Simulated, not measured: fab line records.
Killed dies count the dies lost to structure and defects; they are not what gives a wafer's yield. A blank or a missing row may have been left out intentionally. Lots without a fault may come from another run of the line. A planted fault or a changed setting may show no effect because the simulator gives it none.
Split-lot study :: flow ritCmos :: 23 wafers read across 5 lots, on a route 202 steps long

ABOUT THE SPLIT
At RIT_M1_SPUTTER_00 (material Al, target thk 400 nm, time 500 s), the setting timeS was moved away from the recipe's 500 s on 8 of the 23 wafers read, by -7.3% to +14.2%. All remaining wafers had this setting at the recipe value.

FROM THE SPLIT TO THE READING: what the file shows between them, 4 steps
- RIT_M1_RS_MEAS_01: measures by four-point-probe
- RIT_M1_THK_MEAS_02: measures by xrf
- RIT_M1_DEVELOP_08: develop time 68 s (also split here: devTempC)
- RIT_M1_HARDBAKE_11: time 120 s

THE READING
oesProductAu, in a.u., at RIT_M1_METAL_ETCH_12 (etches Al in Cl2/BCl3, stops on SiO2, time 165 s, target depth 600 nm). On this fab line, fault-free wafers typically give 0.771 a.u. with a standard deviation of 0.0069 a.u.

wafer: L074.2
tool, chamber at the split: pvdSputter-03, -
timeS as run, s: 500
against the recipe: recipe
oesProductAu, a.u.: 0.769
against lot-mates on the recipe: -

wafer: L074.3
tool, chamber at the split: pvdSputter-03, -
timeS as run, s: 500
against the recipe: recipe
oesProductAu, a.u.: 0.770
against lot-mates on the recipe: -

wafer: L074.4
tool, chamber at the split: pvdSputter-03, -
timeS as run, s: 500
against the recipe: recipe
oesProductAu, a.u.: 0.767
against lot-mates on the recipe: -

wafer: L074.5
tool, chamber at the split: pvdSputter-03, -
timeS as run, s: 500
against the recipe: recipe
oesProductAu, a.u.: 0.769
against lot-mates on the recipe: -

wafer: L074.6
tool, chamber at the split: pvdSputter-03, -
timeS as run, s: 500
against the recipe: recipe
oesProductAu, a.u.: 0.770
against lot-mates on the recipe: -

wafer: L075.1
tool, chamber at the split: pvdSputter-02, -
timeS as run, s: 500
against the recipe: recipe
oesProductAu, a.u.: 0.785
against lot-mates on the recipe: -

wafer: L075.2
tool, chamber at the split: pvdSputter-02, -
timeS as run, s: 463.4
against the recipe: -7.3%
oesProductAu, a.u.: 0.748
against lot-mates on the recipe: -0.028

wafer: L075.3
tool, chamber at the split: pvdSputter-02, -
timeS as run, s: 463.4
against the recipe: -7.3%
oesProductAu, a.u.: 0.745
against lot-mates on the recipe: -0.031

wafer: L075.4
tool, chamber at the split: pvdSputter-02, -
timeS as run, s: 500
against the recipe: recipe
oesProductAu, a.u.: 0.768
against lot-mates on the recipe: -

wafer: L075.6
tool, chamber at the split: pvdSputter-02, -
timeS as run, s: 500
against the recipe: recipe
oesProductAu, a.u.: 0.774
against lot-mates on the recipe: -

wafer: L081.1
tool, chamber at the split: pvdSputter-04, -
timeS as run, s: 500
against the recipe: recipe
oesProductAu, a.u.: 0.780
against lot-mates on the recipe: -

wafer: L081.2
tool, chamber at the split: pvdSputter-04, -
timeS as run, s: 500
against the recipe: recipe
oesProductAu, a.u.: 0.779
against lot-mates on the recipe: -

wafer: L081.6
tool, chamber at the split: pvdSputter-04, -
timeS as run, s: 500
against the recipe: recipe
oesProductAu, a.u.: 0.777
against lot-mates on the recipe: -

wafer: L082.1
tool, chamber at the split: pvdSputter-02, -
timeS as run, s: 570.9
against the recipe: +14.2%
oesProductAu, a.u.: 0.828
against lot-mates on the recipe: +0.052

wafer: L082.2
tool, chamber at the split: pvdSputter-02, -
timeS as run, s: 570.9
against the recipe: +14.2%
oesProductAu, a.u.: 0.821
against lot-mates on the recipe: +0.045

wafer: L082.3
tool, chamber at the split: pvdSputter-02, -
timeS as run, s: 570.9
against the recipe: +14.2%
oesProductAu, a.u.: 0.815
against lot-mates on the recipe: +0.039

wafer: L082.4
tool, chamber at the split: pvdSputter-02, -
timeS as run, s: 500
against the recipe: recipe
oesProductAu, a.u.: 0.775
against lot-mates on the recipe: -

wafer: L082.6
tool, chamber at the split: pvdSputter-02, -
timeS as run, s: 500
against the recipe: recipe
oesProductAu, a.u.: 0.776
against lot-mates on the recipe: -

wafer: L084.1
tool, chamber at the split: pvdSputter-02, -
timeS as run, s: 500
against the recipe: recipe
oesProductAu, a.u.: 0.769
against lot-mates on the recipe: -

wafer: L084.2
tool, chamber at the split: pvdSputter-02, -
timeS as run, s: 480.2
against the recipe: -4.0%
oesProductAu, a.u.: 0.744
against lot-mates on the recipe: -0.023

wafer: L084.4
tool, chamber at the split: pvdSputter-02, -
timeS as run, s: 480.2
against the recipe: -4.0%
oesProductAu, a.u.: 0.742
against lot-mates on the recipe: -0.025

wafer: L084.5
tool, chamber at the split: pvdSputter-02, -
timeS as run, s: 480.2
against the recipe: -4.0%
oesProductAu, a.u.: 0.755
against lot-mates on the recipe: -0.012

wafer: L084.6
tool, chamber at the split: pvdSputter-02, -
timeS as run, s: 500
against the recipe: recipe
oesProductAu, a.u.: 0.765
against lot-mates on the recipe: -

THE FIT
A straight line over all 23 wafers: oesProductAu changes by +0.00368 a.u. for each +1% of timeS; r = +0.95; the points scatter about the line by 0.0068 a.u.
The same after taking each lot's own level away (the mean of its wafers on the recipe; 23 wafers): +0.00349 a.u. for each +1%; r = +0.97; scatter 0.0048 a.u.
On that fit, the largest move of timeS shifts the reading by 0.049 a.u.
The span of the lots' own levels, 0.7670 to 0.7787 a.u., comes to 1.7 times the standard deviation stated above.
The two slopes are in agreement: the lot-to-lot level therefore moves the slope only a little.
Check: for one of the wafers moved furthest among these (+14.2%), held out of the fit, the line's prediction against its lot-mates is +0.0459 a.u. Against them it came out at +0.0525 a.u.

THE OTHER SPLITS THESE WAFERS WENT THROUGH
Other splits were also applied to these wafers ahead of the reading. Each is held against what the fit with the lots' levels taken away leaves over:
other split on the same wafers: RIT_REOX_OXIDATION_03 oxTimeS
wafers away from the commonest value: 15
r with oesProductAu (lot level and that fit taken away): +0.27

other split on the same wafers: RIT_NLDD_HARDBAKE_07 tempC
wafers away from the commonest value: 9
r with oesProductAu (lot level and that fit taken away): +0.10

other split on the same wafers: RIT_NLDD_IMPLANT_08 energyKev
wafers away from the commonest value: 5
r with oesProductAu (lot level and that fit taken away): +0.08

other split on the same wafers: RIT_PLDD_IMPLANT_08 tiltDeg
wafers away from the commonest value: 6
r with oesProductAu (lot level and that fit taken away): -0.06

other split on the same wafers: RIT_SPACER_ETCHBACK_05 timeS
wafers away from the commonest value: 7
r with oesProductAu (lot level and that fit taken away): +0.09

other split on the same wafers: RIT_NSD_IMPLANT_08 energyKev
wafers away from the commonest value: 4
r with oesProductAu (lot level and that fit taken away): -0.30

other split on the same wafers: RIT_SDANNEAL_RTA_03 timeS
wafers away from the commonest value: 4
r with oesProductAu (lot level and that fit taken away): +0.36

other split on the same wafers: RIT_M1_DEVELOP_08 devTempC
wafers away from the commonest value: 11
r with oesProductAu (lot level and that fit taken away): -0.16

THE WHOLE CHAIN: every reading that the file lists as answering this split, in the file's order
step: RIT_M1_SPUTTER_00
what it does: material Al, target thk 400 nm, time 500 s
reading: Al_of_M1_SPUTTER_00.thkNm (the simulator's own value, which no gauge read)
change (the file's fit): +3.84 nm for each +1% of the setting
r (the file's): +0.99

step: RIT_M1_RS_MEAS_01
what it does: measures by four-point-probe
reading: M1_AL_RS
change (the file's fit): -0.000666 for each +1% of the setting
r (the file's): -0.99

step: RIT_M1_THK_MEAS_02
what it does: measures by xrf
reading: M1_AL_THK
change (the file's fit): +3.98 for each +1% of the setting
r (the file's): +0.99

step: RIT_M1_METAL_ETCH_12
what it does: etches Al in Cl2/BCl3, stops on SiO2, time 165 s, target depth 600 nm
reading: oesProductAu
change (the file's fit): +0.0035 a.u. for each +1% of the setting
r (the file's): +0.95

THE FILE'S OWN FIT
oesProductAu changes by +0.0035 a.u. for each +1% of timeS, r = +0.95.
